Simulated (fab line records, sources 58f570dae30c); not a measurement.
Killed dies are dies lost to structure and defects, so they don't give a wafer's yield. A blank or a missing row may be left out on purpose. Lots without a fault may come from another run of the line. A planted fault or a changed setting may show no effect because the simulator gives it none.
fab line records | flow berkeley_cmos170
record lots=15 wafers=45 last_day=11
route steps=331 shown NSD@196 BACKSIDE@202
lots that met no fault: from a run of the same line without faults
start_h: hours from the record's first day to the start of the lot's first wafer shown | wait_h: hours since the lot's step before | " the same as in the row above | L1.1+2: a row that stands for several wafers | - no value, or no start given | * or withheld: withheld | < > ~ a bound
route shown NAME@n: a module of which the file shows steps, and the number in the route of the first | usual: mean/standard deviation of fault-free wafers | same: alike in all rows | chamber/n: place in a boat | sites: the reading at each site | _std_site: their standard deviation | _edge_site: outer sites' mean less inner sites' | radius_mm: how far each site lies from the wafer's centre | mask NAME#n: copy n | behind: the tool/chamber that last shaped the wafer | hold: why the lot was held/for how many hours/how that ended | device: the transistor (n, p or np) that didn't switch | end of line: the same wafers' tests at the end of the route | a step without rows: its recipe alone | killed: dies lost to structure and defects at the first sort, not the wafer's yield | map: a wafer's dies, x killed, . not, _ none there
set.NAME: the setting as run; set.NAME@STEP: as run at that earlier step | model.NAME: the simulator's own value behind a step, which no gauge read
steps of the route over a sample of lots; a table a step, a row a wafer
services: from which hour (start_h, from the record's first day; less than 0 if before it) a tool's chamber was out of use, for how many hours, and why
## steps
# step UCB170_NSD_STRIP_09
# recipe chemistry=O2 power_w=400 pressure_mtorr=3500 platen_temp_c=withheld o2_flow_sccm=400 overash_fraction=0.5
# usual chamber_pressure_mTorr=3500.1/2.9 drypump_motor_current_A=5.6/0.52 oes_product_au=0.534/0.0046 strip_time_to_endpoint_s=35.83/0.064
# columns lot.wafer tool chamber start_h wait_h chamber_pressure_mTorr drypump_motor_current_A oes_product_au rf_hours_counter_h strip_time_to_endpoint_s
L681.2 plasma_asher-01 1 133.02 0.1 3500.5 6.2 0.539 42 35.72
L681.3 " 0 " " 3504.5 5.1 0.532 - 35.79
L681.4 " 1 " " 3500.8 6.3 0.529 - 35.79
L682.2 plasma_asher-01 1 142.38 0.1 3498.5 6.2 0.531 43 35.89
L682.4 " 1 " " 3501.6 6.2 0.527 - 35.87
L682.5 " 1 " " 3497.5 6.2 0.540 - 35.82
L684.1 plasma_asher-02 0 155.99 0.1 3501.9 5.3 0.530 39 35.85
L684.2 " 1 " " 3501.3 6.4 0.536 39 35.80
L684.5 " 0 " " 3500.7 5.2 0.537 - 35.80
L685.1 plasma_asher-03 1 156.11 0.1 3504.0 5.3 0.539 42 35.80
L685.4 " 1 " " 3501.3 5.3 0.533 - 35.80
L685.5 " 0 " " 3505.9 5.2 0.535 - 35.74
L686.1 plasma_asher-03 1 156.44 0.1 3499.6 5.4 0.536 42 35.75
L686.4 " 0 " " 3502.7 5.2 0.533 - 35.85
L686.6 " 0 " " 3501.4 5.2 0.537 - 35.86
L688.2 plasma_asher-03 1 172.56 0.1 - - - - -
L688.4 " 1 " " - - - - -
L688.6 " 0 " " - - - - -
L687.2 plasma_asher-01 1 172.99 0.1 - - - - -
L687.4 " 1 " " - - - - -
L687.5 " 0 " " - - - - -
L691.2 plasma_asher-01 1 182.39 0.1 - - - - -
L691.3 " 0 " " - - - - -
L691.4 " 1 " " - - - - -
L689.1 plasma_asher-02 1 183.39 0.1 3501.6 6.4 0.533 42 35.87
L689.2 " 0 " " 3501.6 5.3 0.522 42 35.80
L689.4 " 0 " " 3500.4 5.3 0.535 - 35.84
L697.4 plasma_asher-01 1 211.45 0.1 3501.4 6.3 0.534 - 35.83
L697.5 " 0 " " 3496.3 5.1 0.531 - 35.82
L697.6 " 1 " " 3494.4 6.3 0.527 - 35.82
L699.1 plasma_asher-02 0 219.58 0.1 3501.2 5.3 0.540 46 35.84
L699.2 " 1 " " 3499.5 6.4 0.535 46 35.78
L699.5 " 0 " " 3499.0 5.3 0.533 - 35.87
L698.2 plasma_asher-03 0 219.81 0.1 3502.3 5.2 0.531 49 35.93
L698.4 " 1 " " 3498.5 5.3 0.527 - 35.91
L698.5 " 1 " " 3500.9 5.4 0.532 - 35.91
L701.4 plasma_asher-02 1 233.42 0.1 3499.9 6.4 0.532 - 35.82
L701.5 " 0 " " 3497.6 5.3 0.528 - 35.88
L701.6 " 1 " " 3499.9 6.4 0.528 - 35.87
L702.1 plasma_asher-03 1 233.51 0.1 3498.4 5.3 0.531 51 35.94
L702.2 " 0 " " 3501.6 5.2 0.528 51 35.91
L702.5 " 1 " " 3499.3 5.3 0.531 - 35.92
L703.3 plasma_asher-03 0 247.54 0.1 3499.4 5.2 0.535 - 35.84
L703.4 " 1 " " 3500.9 5.4 0.543 - 35.86
L703.6 " 0 " " 3498.9 5.2 0.530 - 35.85
# step UCB170_BACKSIDE_STRIP_03
# recipe chemistry=O2 power_w=400 pressure_mtorr=3500 platen_temp_c=withheld o2_flow_sccm=400 overash_fraction=0.5
# usual chamber_pressure_mTorr=3500/3.3 drypump_motor_current_A=5.9/0.48 oes_product_au=0.735/0.0041 strip_time_to_endpoint_s=21.97/0.06
# columns lot.wafer tool chamber start_h wait_h chamber_pressure_mTorr drypump_motor_current_A oes_product_au rf_hours_counter_h strip_time_to_endpoint_s
L681.2 plasma_asher-04 0 133.80 0.1 3504 6.2 0.737 2 21.96
L681.3 " 1 " " 3503 6.0 0.727 - 21.94
L681.4 " 0 " " 3505 6.2 0.731 - 21.95
L682.2 plasma_asher-01 0 143.25 0.1 3500 5.1 0.735 43 22.02
L682.4 " 1 " " 3500 6.2 0.738 - 22.01
L682.5 " 1 " " 3503 6.2 0.740 - 22.00
L684.1 plasma_asher-02 0 157.26 0.1 3506 5.3 0.738 39 21.91
L684.2 " 1 " " 3501 6.4 0.737 39 21.94
L684.5 " 0 " " 3501 5.3 0.738 - 21.94
L685.1 plasma_asher-01 1 157.26 0.1 3500 6.2 0.738 45 22.01
L685.4 " 0 " " 3499 5.1 0.730 - 21.97
L685.5 " 0 " " 3500 5.1 0.736 - 21.98
L686.1 plasma_asher-02 0 157.71 0.1 3500 5.3 0.735 39 22.10
L686.4 " 1 " " 3506 6.4 0.735 - 22.11
L686.6 " 0 " " 3498 5.3 0.732 - 22.08
L688.2 plasma_asher-02 0 173.58 0.1 3501 5.3 0.742 41 48.30
L688.4 " 1 " " 3498 6.4 0.736 - 48.27
L688.6 " 0 " " 3509 5.3 0.736 - 48.27
L687.2 plasma_asher-04 0 174.25 0.1 3502 6.2 0.739 6 48.13
L687.4 " 1 " " 3500 6.0 0.730 - 48.18
L687.5 " 0 " " 3498 6.2 0.740 - 48.10
L691.2 plasma_asher-04 1 183.54 0.1 3497 5.9 0.741 7 48.18
L691.3 " 1 " " 3495 5.9 0.745 - 48.25
L691.4 " 0 " " 3503 6.2 0.742 - 48.04
L689.1 plasma_asher-02 1 184.85 0.1 3499 6.4 0.741 42 21.94
L689.2 " 0 " " 3504 5.3 0.733 42 21.95
L689.4 " 1 " " 3503 6.4 0.735 - 21.90
L697.4 plasma_asher-02 0 212.84 0.1 3502 5.3 0.732 - 21.89
L697.5 " 1 " " 3507 6.4 0.740 - 21.99
L697.6 " 0 " " 3504 5.3 0.732 - 21.96
L699.1 plasma_asher-01 1 220.40 0.1 3507 6.2 0.734 52 21.97
L699.2 " 0 " " 3501 5.1 0.728 52 22.01
L699.5 " 0 " " 3498 5.1 0.738 - 22.00
L698.2 plasma_asher-04 1 220.59 0.1 3500 6.0 0.736 12 21.90
L698.4 " 1 " " 3502 6.0 0.744 - 21.91
L698.5 " 0 " " 3502 6.2 0.735 - 21.87
L701.4 plasma_asher-02 0 234.21 0.1 3499 5.3 0.735 - 22.01
L701.5 " 0 " " 3496 5.3 0.733 - 21.95
L701.6 " 1 " " 3500 6.4 0.738 - 21.95
L702.1 plasma_asher-04 1 234.62 0.1 3499 6.0 0.736 13 21.98
L702.2 " 0 " " 3500 6.2 0.734 13 22.01
L702.5 " 1 " " 3502 5.9 0.729 - 21.98
L703.3 plasma_asher-04 0 248.34 0.1 3501 6.2 0.730 - 21.93
L703.4 " 1 " " 3506 5.9 0.735 - 21.84
L703.6 " 0 " " 3505 6.2 0.736 - 21.88
## services
# columns tool chamber start_h hours kind
plasma_asher-04 0 117.75 - clean
plasma_asher-04 1 117.75 - clean
plasma_asher-04 - 214.28 1.0 repair
plasma_asher-04 - 231.52 2.8 pm
## key
first_sign step=UCB170_NSD_STRIP_09 reading=tool_record direction=missing
effect step=UCB170_BACKSIDE_STRIP_03 reading=strip_time_to_endpoint_s direction=up sigmas=99+ usual=* struck=*
met_at UCB170_NSD_STRIP_09
struck_lots L687,L688,L691
tester_left_out L687,L688,L691
onset_between 156.44 172.56
fault kind=skipped_step_whole tool=plasma_asher-01,plasma_asher-03 chamber=- onset_h=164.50 steps=UCB170_NSD_STRIP_09 scope=struck_lots_only
# tester_left_out: of these lots the tester's yield and bins aren't shown, on N5 and GAA mostly nor the transistor test; their killed dies are dies lost to structure and defects alone, not to doping, threshold or leakage, so they don't give the yield
